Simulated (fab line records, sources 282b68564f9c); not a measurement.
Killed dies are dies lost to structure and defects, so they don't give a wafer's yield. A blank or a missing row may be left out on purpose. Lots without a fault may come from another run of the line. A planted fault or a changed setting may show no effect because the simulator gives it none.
fab line records | flow rit_cmos
record lots=14 wafers=42 last_day=7
route steps=202 shown M1@190
lots that met no fault: from a run of the same line without faults
start_h: hours from the record's first day to the start of the lot's first wafer shown | wait_h: hours since the lot's step before | " the same as in the row above | L1.1+2: a row that stands for several wafers | - no value, or no start given | * or withheld: withheld | < > ~ a bound
route shown NAME@n: a module of which the file shows steps, and the number in the route of the first | usual: mean/standard deviation of fault-free wafers | same: alike in all rows | chamber/n: place in a boat | sites: the reading at each site | _std_site: their standard deviation | _edge_site: outer sites' mean less inner sites' | radius_mm: how far each site lies from the wafer's centre | mask NAME#n: copy n | behind: the tool/chamber that last shaped the wafer | hold: why the lot was held/for how many hours/how that ended | device: the transistor (n, p or np) that didn't switch | end of line: the same wafers' tests at the end of the route | a step without rows: its recipe alone | killed: dies lost to structure and defects at the first sort, not the wafer's yield | map: a wafer's dies, x killed, . not, _ none there
set.NAME: the setting as run; set.NAME@STEP: as run at that earlier step | model.NAME: the simulator's own value behind a step, which no gauge read
steps of the route over a sample of lots; a table a step, a row a wafer
services: from which hour (start_h, from the record's first day; less than 0 if before it) a tool's chamber was out of use, for how many hours, and why
## steps
# step RIT_M1_EXPOSE_06
# recipe mask_id=M12 na=0.6 source_shape=conventional sigma_outer=0.5 target_cd_nm=2600 dose_mj=250
# usual exposure_dose_mJ_cm2=252.5/1 focus_offset_nm=-0.1/0.53 stage_vel_mm_s=500.05/0.26
# columns lot.wafer tool chamber start_h wait_h mask exposure_dose_mJ_cm2 focus_offset_nm stage_vel_mm_s
L201.1 iline_stepper-01 0 63.65 0.1 M12#0 253.6 1.0 500.30
L201.3 " 0 " " M12#0 253.7 0.1 500.49
L201.5 " 0 " " M12#0 253.9 0.4 499.68
L202.1 iline_stepper-02 0 68.74 0.2 M12#0 251.8 -0.3 500.06
L202.2 " 0 " " M12#0 251.7 0.5 499.75
L202.6 " 0 " " M12#0 252.1 0.0 499.98
L204.2 iline_stepper-02 0 80.74 0.2 M12#0 251.8 -0.3 500.08
L204.3 " 0 " " M12#0 251.6 -1.0 498.95
L204.6 " 0 " " M12#0 251.3 -0.6 500.02
L206.1 iline_stepper-01 0 88.91 0.2 M12#0 253.6 -0.6 500.17
L206.3 " 0 " " M12#0 254.1 -0.5 500.37
L206.5 " 0 " " M12#0 253.6 -0.6 500.23
L207.1 iline_stepper-02 0 93.65 0.2 M12#0 252.1 -0.4 499.80
L207.2 " 0 " " M12#0 251.7 -0.7 499.92
L207.3 " 0 " " M12#0 251.6 -0.2 500.35
L209.1 iline_stepper-02 0 104.25 0.2 M12#0 251.8 0.6 499.94
L209.3 " 0 " " M12#0 251.5 0.1 500.08
L209.5 " 0 " " M12#0 251.9 0.6 499.62
L210.2 iline_stepper-01 0 108.59 0.2 M12#0 253.6 0.1 500.01
L210.3 " 0 " " M12#0 253.9 -0.3 500.05
L210.5 " 0 " " M12#0 253.4 -1.0 500.16
L211.2 iline_stepper-02 0 113.33 0.2 M12#0 251.7 -0.5 500.17
L211.4 " 0 " " M12#0 251.6 -1.4 500.11
L211.5 " 0 " " M12#0 251.1 -0.7 500.18
L212.2 iline_stepper-01 - 118.05 0.2 M12#0 - - -
L212.4 " - " " M12#0 - - -
L212.5 " - " " M12#0 - - -
L213.1 iline_stepper-02 - 124.53 0.2 M12#0 - - -
L213.2 " - " " M12#0 - - -
L213.3 " - " " M12#0 - - -
L215.2 iline_stepper-02 0 141.13 0.2 M12#0 252.1 -0.5 499.87
L215.3 " 0 " " M12#0 251.4 0.2 499.77
L215.5 " 0 " " M12#0 251.6 -0.4 500.36
L220.2 iline_stepper-02 0 163.47 0.1 M12#0 251.8 0.3 500.00
L220.4 " 0 " " M12#0 251.5 0.2 499.85
L220.5 " 0 " " M12#0 251.4 0.6 499.94
L221.3 iline_stepper-02 0 165.53 0.1 M12#0 251.9 -0.6 499.50
L221.5 " 0 " " M12#0 251.6 1.4 499.63
L221.6 " 0 " " M12#0 251.9 0.5 500.02
L222.1 iline_stepper-02 0 169.73 0.1 M12#0 251.9 -0.3 499.92
L222.5 " 0 " " M12#0 251.6 -0.2 499.95
L222.6 " 0 " " M12#0 251.7 -0.5 499.95
## services
# columns tool chamber start_h hours kind
iline_stepper-02 - 63.48 0.7 repair
iline_stepper-01 0 96.05 - calibration
iline_stepper-02 - 108.39 1.7 pm
## key
first_sign step=RIT_M1_EXPOSE_06 reading=tool_record direction=missing
effect none on later readings
met_at RIT_M1_EXPOSE_06
struck_lots L212,L213
later_rows_left_out L212.2,L212.4,L212.5,L213.1,L213.2,L213.3
sort_left_out L212.2,L212.4,L212.5,L213.1,L213.2,L213.3
onset_between 113.33 118.05
fault kind=skipped_step_whole tool=iline_stepper-01,iline_stepper-02 chamber=- onset_h=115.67 steps=RIT_M1_EXPOSE_06 scope=struck_lots_only
# sort_left_out: the simulated sort isn't trusted on such a fault, so these wafers' sort isn't shown, and their yield isn't known
# later_rows_left_out: the simulator's readings of these wafers behind a module that went badly wrong aren't trusted and aren't shown, but for the sort
